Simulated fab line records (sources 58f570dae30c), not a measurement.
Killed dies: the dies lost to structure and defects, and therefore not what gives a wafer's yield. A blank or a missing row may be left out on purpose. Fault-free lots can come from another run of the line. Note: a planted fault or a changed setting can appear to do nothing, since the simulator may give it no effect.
Which tool is to blame?	flow berkeley cmos170	42 wafers from 14 lots sampled at 3 of the route's 331 steps

## WHAT THE GAUGES READ, wafer by wafer
UCB170_M2_CD_MEAS_90 targets a cd of 700 nm. Usual: cd nm 700 nm, standard deviation 3.8.
lot	measured	on	cd nm (nm)	flag
L587	day 7 20:52	cd sem-01	702 703 698	
L584	day 7 20:31	cd sem-01	706 704 699	
L586	day 7 23:52	cd sem-02	702 701 694	
L590	day 8 19:43	cd sem-01	689 699 699	
L591	day 8 22:43	cd sem-02	700 703 698	
L594	day 9 13:10	cd sem-01	699 701 702	
L595	day 10 09:00	cd sem-01	695 696 698	
L598	day 10 14:31	cd sem-01	699 696 691	
L596	day 10 14:51	cd sem-02	703 699 700	
L603	day 10 22:52	cd sem-01	698 701 701	
L601	day 11 05:05	cd sem-01	700 703 697	
L605	day 11 19:05	cd sem-01	697 697 699	
L606	day 12 03:51	cd sem-01	701 696 696	
L607	day 12 07:19	cd sem-02	705 698 696	

## TOOL THAT RAN EACH LOT (tool first, then ch and the chambers of the sampled wafers, then the start)
lot	UCB170_CONTACT_STRIP_19	UCB170_M2_SPUTTER_01
L587	plasma asher-03 ch 0,1, day 7 07:10	pvd sputter-02, day 7 17:14
L584	plasma asher-01 ch 0,1, day 7 08:08	pvd sputter-04, day 7 17:00
L586	plasma asher-02 ch 0,1, day 7 10:08	pvd sputter-04, day 7 19:58
L590	plasma asher-02 ch 0,1, day 8 07:17	pvd sputter-04, day 8 17:09
L591	plasma asher-01 ch 0,1, day 8 11:50	pvd sputter-04, day 8 20:25
L594	plasma asher-02 ch 0,1, day 8 23:48	pvd sputter-04, day 9 10:49
L595	plasma asher-03 ch 0,1, day 9 16:25	pvd sputter-04, day 10 05:32
L598	plasma asher-03 ch 0,1, day 10 03:15	pvd sputter-01, day 10 11:34
L596	plasma asher-01 ch 1, day 10 05:17	pvd sputter-02, day 10 12:08
L603	plasma asher-03 ch 0,1, day 10 07:15	pvd sputter-01, day 10 19:30
L601	plasma asher-03 ch 0,1, day 10 15:35	pvd sputter-01, day 11 02:31
L605	plasma asher-01 ch 0,1, day 11 06:01	pvd sputter-01, day 11 16:29
L606	plasma asher-02 ch 0,1, day 11 14:53	pvd sputter-02, day 12 00:56
L607	plasma asher-03 ch 0,1, day 11 19:46	pvd sputter-01, day 12 03:54
- UCB170_CONTACT_STRIP_19: strips in O2.
- UCB170_M2_SPUTTER_01: material Al, target thk 900 nm, time 120 s.

## WHAT THE TOOLS THEMSELVES READ (means of the sampled wafers that have a number; where no wafer has one, the mark that the record gives instead)
UCB170_CONTACT_STRIP_19. Usual: drypump motor current A 5.5 A, standard deviation 0.41; oes product au 0.725 a.u., standard deviation 0.0045.
lot	tool	drypump motor current A (A)	oes product au (a.u.)	flag
L587	plasma asher-03	5.4	0.727	
L584	plasma asher-01	5.8	0.729	
L586	plasma asher-02	5.6	0.725	
L590	plasma asher-02	5.6	0.725	
L591	plasma asher-01	6.0	0.720	
L594	plasma asher-02	5.7	0.727	
L595	plasma asher-03	5.4	0.724	
L598	plasma asher-03	5.1	0.729	
L596	plasma asher-01	6.3	0.722	
L603	plasma asher-03	5.4	0.723	
L601	plasma asher-03	5.4	0.726	
L605	plasma asher-01	6.0	0.727	
L606	plasma asher-02	5.6	0.729	
L607	plasma asher-03	5.4	0.724	

UCB170_M2_SPUTTER_01. Usual: throttle valve pct 29.8 %, standard deviation 0.99.
lot	tool	throttle valve pct (%)	flag
L587	pvd sputter-02	30.1	
L584	pvd sputter-04	30.4	
L586	pvd sputter-04	29.5	
L590	pvd sputter-04	29.5	
L591	pvd sputter-04	29.3	
L594	pvd sputter-04	30.1	
L595	pvd sputter-04	30.3	
L598	pvd sputter-01	29.6	
L596	pvd sputter-02	29.8	
L603	pvd sputter-01	29.3	
L601	pvd sputter-01	29.3	
L605	pvd sputter-01	29.5	
L606	pvd sputter-02	30.1	
L607	pvd sputter-01	28.7	

## THE ANSWER, worked out from the rows above alone
Rule: lot off if the mean of its wafers having a number is beyond 3 standard deviations from the usual mean. A lot without any number at a reading at which 4 lots or more have one is off too. All remaining lots with rows at the step are treated as sound. After the gauges, taken in route order, come the tools' own readings; for these a lot's mean is taken, as printed above. The first step at which some lot is off is used, and at that step the reading that is off furthest; a lot without a number counts as furthest.
Across all readings shown, no lot is off: no conclusion can be drawn from this.

## WHAT THE SIMULATOR HAD PUT IN
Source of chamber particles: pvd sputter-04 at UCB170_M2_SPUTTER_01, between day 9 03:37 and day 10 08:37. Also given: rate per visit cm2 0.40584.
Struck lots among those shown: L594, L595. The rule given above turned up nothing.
